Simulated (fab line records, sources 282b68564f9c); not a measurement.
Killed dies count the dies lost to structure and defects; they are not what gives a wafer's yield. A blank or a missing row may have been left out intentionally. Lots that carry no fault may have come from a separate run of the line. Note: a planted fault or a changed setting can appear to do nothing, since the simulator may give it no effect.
Struck lot and sound lot, side by side || flow rit cmos || 43 steps out of a route of 202
Sound: the wafers L310.3, L310.4, L310.5. Struck: wafers L311.1, L311.5 (left out: L311.2, a lot-mate that was not struck); the cause follows at the end.
At each step with rows: each side's tool, then ch and its chambers, then its first start. Under that, the readings that differ: sound wafers || struck wafers || difference of the means || sigmas: that difference in standard deviations of wafers without a fault.
alike: words and numbers the same on both sides, and readings whose means are apart by under 2 such deviations; not compared: readings that were withheld, readings missing a value for some wafer, numbers with overlapping values and no deviation given by the record, and bounds like >300 which may hide the same value.
Wherever a step has rows on one side only, a row that says differs or no value, or a row with sigmas, the two part there. Numbers that have no deviation but don't overlap get no sigmas and don't part them. A reading that every wafer of one side lacks parts them only if that side has two wafers or more.

first, 1 step without rows for these wafers: RIT_NWELL_IMPLANT_08.
RIT_NWELL_STRIP_09: strips in O2, time 180 s.
  sound on plasma asher-01 ch 0,1, day 3 05:53; struck on plasma asher-01 ch 1, day 3 09:44
  alike: drypump motor current A
  not compared: rf hours counter h
RIT_NWELL_TW_MEAS_10:
  struck on film metro-01, day 3 09:55; sound on film metro-02, day 3 06:01
  alike: NWELL_TW
then, 6 steps without rows for these wafers: RIT_PWELL_HMDS_00 (prime time 60 s); RIT_PWELL_COAT_01 (resist thk 1300 nm); RIT_PWELL_SOFTBAKE_02 (time 60 s); RIT_PWELL_EXPOSE_03 (exposes mask M3, target cd 43700 nm); RIT_PWELL_PEB_04; RIT_PWELL_DEVELOP_05 (develop time 68 s).
RIT_PWELL_OVL_MEAS_06:
  struck on overlay-02, day 3 10:59; sound on overlay-01, day 3 07:13
{"reading": "PWELL_OVL (nm)", "sound": "2.1 2.2 2.8", "struck": "-0.8 -1.7", "difference": -3.6, "sigmas": -3}
then, 2 steps without rows for these wafers: RIT_PWELL_HARDBAKE_07 (time 120 s); RIT_PWELL_IMPLANT_08.
RIT_PWELL_STRIP_09: strips in O2, time 180 s.
  sound on plasma asher-03 ch 0,1, day 3 07:42; struck on plasma asher-03 ch 1, day 3 11:25
  alike: drypump motor current A
  not compared: rf hours counter h
RIT_PWELL_TW_MEAS_10:
  struck on film metro-02, day 3 11:35; sound on film metro-02, day 3 07:50
  alike: PWELL_TW
then, 1 step without rows for these wafers: RIT_WELLDRIVE_ANNEAL_00 (time 14700 s).
RIT_WELLDRIVE_RS_MEAS_01: uses a four-point probe to measure.
  struck on film metro-01, day 3 16:48; sound on film metro-01, day 3 14:11
  alike: NWELL_RS
RIT_WELLDRIVE_RS_MEAS_02: uses a four-point probe to measure.
  struck on film metro-01, day 3 16:55; sound on film metro-01, day 3 14:18
{"reading": "PWELL_RS (ohm/sq)", "sound": "430.8 431.5 432.5", "struck": "428.6 429.1", "difference": -2.8, "sigmas": -2}
then, 6 steps without rows for these wafers: RIT_NRETRO_HMDS_00 (prime time 60 s); RIT_NRETRO_COAT_01 (resist thk 1300 nm); RIT_NRETRO_SOFTBAKE_02 (time 60 s); RIT_NRETRO_EXPOSE_03 (exposes mask M4, target cd 43900 nm); RIT_NRETRO_PEB_04; RIT_NRETRO_DEVELOP_05 (develop time 68 s).
RIT_NRETRO_OVL_MEAS_06:
  struck on overlay-02, day 3 17:55; sound on overlay-01, day 3 15:23
  alike: NRETRO_OVL
then, 2 steps without rows for these wafers: RIT_NRETRO_HARDBAKE_07 (time 120 s); RIT_NRETRO_IMPLANT_08.
RIT_NRETRO_STRIP_09: strips in O2, time 180 s.
  sound on plasma asher-04 ch 0,1, day 3 15:53; struck on plasma asher-02 ch 0,1, day 3 18:21
  alike: drypump motor current A
  not compared: rf hours counter h
RIT_NRETRO_TW_MEAS_10:
  struck on film metro-02, day 3 18:32; sound on film metro-02, day 3 16:01
  alike: NRETRO_TW
then, 6 steps without rows for these wafers: RIT_PRETRO_HMDS_00 (prime time 60 s); RIT_PRETRO_COAT_01 (resist thk 1300 nm); RIT_PRETRO_SOFTBAKE_02 (time 60 s); RIT_PRETRO_EXPOSE_03 (exposes mask M5, target cd 43700 nm); RIT_PRETRO_PEB_04; RIT_PRETRO_DEVELOP_05 (develop time 68 s).
RIT_PRETRO_OVL_MEAS_06:
  struck on overlay-01, day 3 19:28; sound on overlay-01, day 3 16:56
  alike: PRETRO_OVL
then, 2 steps without rows for these wafers: RIT_PRETRO_HARDBAKE_07 (time 120 s); RIT_PRETRO_IMPLANT_08.
RIT_PRETRO_STRIP_09: strips in O2, time 180 s.
  sound on plasma asher-03 ch 0,1, day 3 17:26; struck on plasma asher-02 ch 1, day 3 19:54
  alike: drypump motor current A
  not compared: rf hours counter h
RIT_PRETRO_TW_MEAS_10:
  struck on film metro-02, day 3 20:05; sound on film metro-01, day 3 17:34
  alike: PRETRO_TW
then, 3 steps without rows for these wafers: RIT_GATE_WET_ETCH_00 (etches SiO2 in BOE, target depth 56 nm, time 60 s); RIT_GATE_CLEAN_01 (cleans in SC1, time 600 s); RIT_GATE_CLEAN_02 (cleans in dHF, time 30 s).
RIT_M1_PROBE_99:
  struck on prober-01, day 4 22:02; sound on prober-02, day 4 19:10
{"reading": "killed at front end", "sound": "4 3 8", "struck": "44 40", "difference": "+37", "sigmas": "+13"}
{"reading": "killed dies", "sound": "4 3 8", "struck": "44 40", "difference": "+37", "sigmas": "+12"}
  alike: killed open, killed short

== WHERE THEY PART ==
Last at RIT_M1_PROBE_99 as far as this record goes, first at RIT_PWELL_OVL_MEAS_06.

WHY: what the simulator had put in
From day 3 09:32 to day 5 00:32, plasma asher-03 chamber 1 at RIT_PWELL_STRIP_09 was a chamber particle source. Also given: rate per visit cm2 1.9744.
